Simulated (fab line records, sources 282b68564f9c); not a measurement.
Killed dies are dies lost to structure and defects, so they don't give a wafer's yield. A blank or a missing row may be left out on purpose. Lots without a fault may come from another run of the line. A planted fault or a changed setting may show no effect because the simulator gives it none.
fab line records | flow rit_cmos
record lots=13 wafers=39 last_day=5
route steps=202 shown NLDD@111
lots that met no fault: from a run of the same line without faults
start_h: hours from the record's first day to the start of the lot's first wafer shown | wait_h: hours since the lot's step before | " the same as in the row above | L1.1+2: a row that stands for several wafers | - no value, or no start given | * or withheld: withheld | < > ~ a bound
route shown NAME@n: a module of which the file shows steps, and the number in the route of the first | usual: mean/standard deviation of fault-free wafers | same: alike in all rows | chamber/n: place in a boat | sites: the reading at each site | _std_site: their standard deviation | _edge_site: outer sites' mean less inner sites' | radius_mm: how far each site lies from the wafer's centre | mask NAME#n: copy n | behind: the tool/chamber that last shaped the wafer | hold: why the lot was held/for how many hours/how that ended | device: the transistor (n, p or np) that didn't switch | end of line: the same wafers' tests at the end of the route | a step without rows: its recipe alone | killed: dies lost to structure and defects at the first sort, not the wafer's yield | map: a wafer's dies, x killed, . not, _ none there
set.NAME: the setting as run; set.NAME@STEP: as run at that earlier step | model.NAME: the simulator's own value behind a step, which no gauge read
steps of the route over a sample of lots; a table a step, a row a wafer
services: from which hour (start_h, from the record's first day; less than 0 if before it) a tool's chamber was out of use, for how many hours, and why
## steps
# step RIT_NLDD_IMPLANT_08
# recipe species=P energy_kev=20 dose_cm2=5e+14 tilt_deg=7
# usual implant_ion_amu=31/0 tilt_deg=6.999/0.02
# columns lot.wafer tool chamber start_h wait_h implant_ion_amu tilt_deg
L117.1 implanter-03 0 41.77 0.1 31 6.999
L117.2 " 0 " " 31 6.954
L117.5 " 0 " " 31 6.980
L118.1 implanter-01 0 47.38 0.1 31 6.996
L118.3 " 0 " " 31 6.988
L118.6 " 0 " " 31 7.028
L119.1 implanter-02 0 51.37 0.1 31 7.029
L119.3 " 0 " " 31 7.019
L119.5 " 0 " " 31 7.003
L120.1 implanter-01 0 57.29 0.1 31 7.009
L120.5 " 0 " " 31 7.017
L120.6 " 0 " " 31 7.033
L121.1 implanter-02 0 61.19 0.1 31 6.959
L121.3 " 0 " " 31 6.983
L121.4 " 0 " " 31 7.001
L122.2 implanter-01 0 66.11 0.1 31 7.038
L122.3 " 0 " " 31 7.017
L122.4 " 0 " " 31 7.008
L123.2 implanter-01 0 71.83 0.1 31 6.967
L123.4 " 0 " " 31 6.974
L123.5 " 0 " " 31 6.989
L124.1 implanter-01 0 76.28 0.1 31 6.999
L124.2 " 0 " " 31 6.996
L124.3 " 0 " " 31 7.010
L125.1 implanter-01 0 82.33 0.1 31 6.983
L125.2 " 0 " " 31 6.983
L125.3 " 0 " " 31 6.979
L126.3 implanter-02 0 86.34 0.1 11 7.010
L126.4 " 0 " " 11 7.003
L126.5 " 0 " " 11 6.978
L127.1 implanter-02 0 91.44 0.1 11 6.952
L127.4 " 0 " " 11 6.981
L127.5 " 0 " " 11 6.949
L128.2 implanter-02 0 95.77 0.1 11 6.981
L128.3 " 0 " " 11 6.999
L128.4 " 0 " " 11 7.004
L129.4 implanter-03 0 103.01 0.1 11 6.997
L129.5 " 0 " " 11 6.991
L129.6 " 0 " " 11 6.964
# step RIT_NLDD_TW_MEAS_10
# usual NLDD_TW=2491/21
# columns lot.wafer tool chamber start_h wait_h NLDD_TW
L117.1 film_metro-01 - 42.09 0.1 2509
L117.2 " - " " 2500
L117.5 " - " " 2506
L118.1 film_metro-03 - 47.71 0.1 2498
L118.3 " - " " 2492
L118.6 " - " " 2504
L119.1 film_metro-01 - 51.69 0.1 2502
L119.3 " - " " 2496
L119.5 " - " " 2492
L120.1 film_metro-03 - 57.62 0.1 2504
L120.5 " - " " 2509
L120.6 " - " " 2498
L121.1 film_metro-04 - 61.51 0.1 2468
L121.3 " - " " 2469
L121.4 " - " " 2470
L122.2 film_metro-04 - 66.42 0.1 2478
L122.3 " - " " 2496
L122.4 " - " " 2487
L123.2 film_metro-04 - 72.14 0.1 2484
L123.4 " - " " 2485
L123.5 " - " " 2479
L124.1 film_metro-04 - 76.60 0.1 2475
L124.2 " - " " 2472
L124.3 " - " " 2477
L125.1 film_metro-01 - 82.66 0.1 2502
L125.2 " - " " 2491
L125.3 " - " " 2493
L126.3 film_metro-01 - 86.64 0.1 1330
L126.4 " - " " 1328
L126.5 " - " " 1337
L127.1 film_metro-01 - 91.76 0.1 1321
L127.4 " - " " 1324
L127.5 " - " " 1326
L128.2 film_metro-01 - 96.08 0.1 1334
L128.3 " - " " 1329
L128.4 " - " " 1323
L129.4 film_metro-03 - 103.29 0.1 1335
L129.5 " - " " 1341
L129.6 " - " " 1334
# step RIT_SDANNEAL_RS_MEAS_07
# recipe thk_meas_gauge=four-point-probe
# usual NLDD_RS=151.6/0.47
# columns lot.wafer tool chamber start_h wait_h NLDD_RS[ohm/sq]
L117.1 film_metro-04 - 49.82 0.1 150.9
L117.2 " - " " 151.6
L117.5 " - " " 151.4
L118.1 film_metro-04 - 55.68 0.1 152.0
L118.3 " - " " 151.7
L118.6 " - " " 151.7
L119.1 film_metro-01 - 59.56 0.1 151.3
L119.3 " - " " 151.4
L119.5 " - " " 151.7
L120.1 film_metro-01 - 65.36 0.1 151.8
L120.5 " - " " 152.4
L120.6 " - " " 151.6
L121.1 film_metro-04 - 69.37 0.1 151.5
L121.3 " - " " 152.1
L121.4 " - " " 152.3
L122.2 film_metro-04 - 74.52 0.1 151.7
L122.3 " - " " 150.8
L122.4 " - " " 151.3
L123.2 film_metro-04 - 80.05 0.1 150.7
L123.4 " - " " 151.2
L123.5 " - " " 151.3
L124.1 film_metro-04 - 84.59 0.1 150.7
L124.2 " - " " 151.3
L124.3 " - " " 151.2
L125.1 film_metro-03 - 90.40 0.1 151.7
L125.2 " - " " 151.8
L125.3 " - " " 152.3
L126.3 film_metro-01 - 94.48 0.1 81.6
L126.4 " - " " 81.6
L126.5 " - " " 81.3
L127.1 film_metro-04 - 99.84 0.1 81.7
L127.4 " - " " 81.9
L127.5 " - " " 81.7
L128.2 film_metro-04 - 104.39 0.1 81.6
L128.3 " - " " 81.6
L128.4 " - " " 81.7
L129.4 film_metro-03 - 111.17 0.1 81.5
L129.5 " - " " 81.7
L129.6 " - " " 81.7
## services
# columns tool chamber start_h hours kind
implanter-03 - 23.31 1.1 repair
implanter-02 - 26.43 3.8 repair
implanter-01 - 43.62 3.7 pm
implanter-02 - 57.03 3.3 repair
implanter-03 - 58.39 4.1 pm
## key
first_sign step=RIT_NLDD_IMPLANT_08 reading=implant_ion_amu direction=down sigmas=99+ usual=31 struck=11
effect step=RIT_NLDD_TW_MEAS_10 reading=NLDD_TW direction=down sigmas=56 usual=2491 struck=1330
effect step=RIT_SDANNEAL_RS_MEAS_07 reading=NLDD_RS direction=down sigmas=99+ usual=151.6 struck=81.6
met_at RIT_NLDD_IMPLANT_08
struck_lots L126,L127,L128,L129
sort_left_out L126.3,L126.4,L126.5,L127.1,L127.4,L127.5,L128.2,L128.3,L128.4,L129.4,L129.5,L129.6
tester_left_out L126,L127,L128,L129
onset_between 82.33 86.34
fault kind=wrong_recipe_download tool=implanter-01,implanter-02,implanter-03 chamber=- onset_h=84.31 steps=RIT_NLDD_IMPLANT_08 wrong_recipe.not_listed=1
# tester_left_out: of these lots the tester's yield and bins aren't shown, on N5 and GAA mostly nor the transistor test; their killed dies are dies lost to structure and defects alone, not to doping, threshold or leakage, so they don't give the yield
# sort_left_out: the simulated sort isn't trusted on such a fault, so these wafers' sort isn't shown, and their yield isn't known
